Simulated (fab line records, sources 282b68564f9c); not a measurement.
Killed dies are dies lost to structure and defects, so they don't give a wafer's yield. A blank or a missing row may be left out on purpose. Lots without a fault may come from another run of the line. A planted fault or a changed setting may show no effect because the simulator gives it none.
Problem report in the 8D (eight disciplines) form, filled by code | flow rit_cmos | the parts of the form that need people (team, actions taken, sign-off) are left out

1. THE PROBLEM
SPACER_NITRIDE_THK at RIT_SPACER_THK_MEAS_04 reads a mean of 260.8 nm on 9 wafers of 3 lots; wafers without a fault read 248.5 nm with a standard deviation of 2.3. That is +5.3 standard deviations from the usual mean.
First seen on wafer L890.2, day 4 04:27, on film_metro-03. The record holds 45 wafers of 15 lots with a number at this step. Rule for "out", or "out of limits": more than 4 standard deviations from the usual mean. The other wafers with a number count as sound.

2. WHAT IT IS AND WHAT IT IS NOT
question                    | is                     | is not
which readings at this step | SPACER_NITRIDE_THK     | -
which lots                  | L890, L891, L892       | L884, L885, L886, L887, L888, L889, L899, L900, L902, L904, L906, L907
which wafers of those lots  | all that have a number | -
read on which gauges        | film_metro-03          | film_metro-01, film_metro-02
when                        | from day 4 04:27       | up to then (18 sound wafers); but 18 sound wafers of L899, L900, L902, L904, L906, L907 came after

3. SUSPECTS, AND WHAT RULES EACH OUT
Counting: a tool at a process step up to the reading stays a suspect if it ran every lot that is out and no sound lot after the first of them.
- the gauge at RIT_SPACER_THK_MEAS_04: ruled out. All the wafers that are out were read on film_metro-03, but those of them that RIT_SPACER_CVD_03 has rows for are out there too, on other tools.
- lpcvd-02 at RIT_SPACER_CVD_03 (deposits Si3N4 from SiH2Cl2/NH3, target thk 250 nm, time 3300 s): ruled out as a lasting fault. Sound lots L906, L907 ran on it after its first lot that is out, L890 (day 4 02:32).
Left after counting: nothing in the record.

4. THE CAUSE (what the simulator had put in)
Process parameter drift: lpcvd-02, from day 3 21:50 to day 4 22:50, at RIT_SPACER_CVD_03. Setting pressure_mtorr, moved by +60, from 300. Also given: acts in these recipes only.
Counting ruled it out, wrongly: the rule takes a fault to strike every lot that its tool runs from its start on, and this one did not.

5. THE CHAIN OF EFFECTS, in route order
Each row: a reading whose mean over the struck wafers that have a number lies more than 3 standard deviations from the usual. Only readings for which the record gives a usual standard deviation are gone through. hours: the time from each lot's start at the first step in this table that gives one to its start at this step, as a median over the lots. sigmas: the change in usual standard deviations.
hours | step                   | reading            | usual       | on struck wafers | change | sigmas
0     | RIT_SPACER_CVD_03      | pressure_mtorr     | 300.0 mTorr | 360.1            | +60.1  | +99 or more
2     | RIT_SPACER_THK_MEAS_04 | SPACER_NITRIDE_THK | 248.5 nm    | 260.8            | +12.3  | +5.3
The process steps in it:
- RIT_SPACER_CVD_03: deposits Si3N4 from SiH2Cl2/NH3, target thk 250 nm, time 3300 s.

6. WHAT WOULD HAVE CAUGHT IT SOONER
In this record the first reading out of limits at a measuring or inspecting step was taken at day 4 04:27, 7 hours after the fault began at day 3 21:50.
The tool's own readings at RIT_SPACER_CVD_03 were out on every struck wafer that the step has a row for (pressure_mtorr): an alarm limit on them would have fired on the first of those.
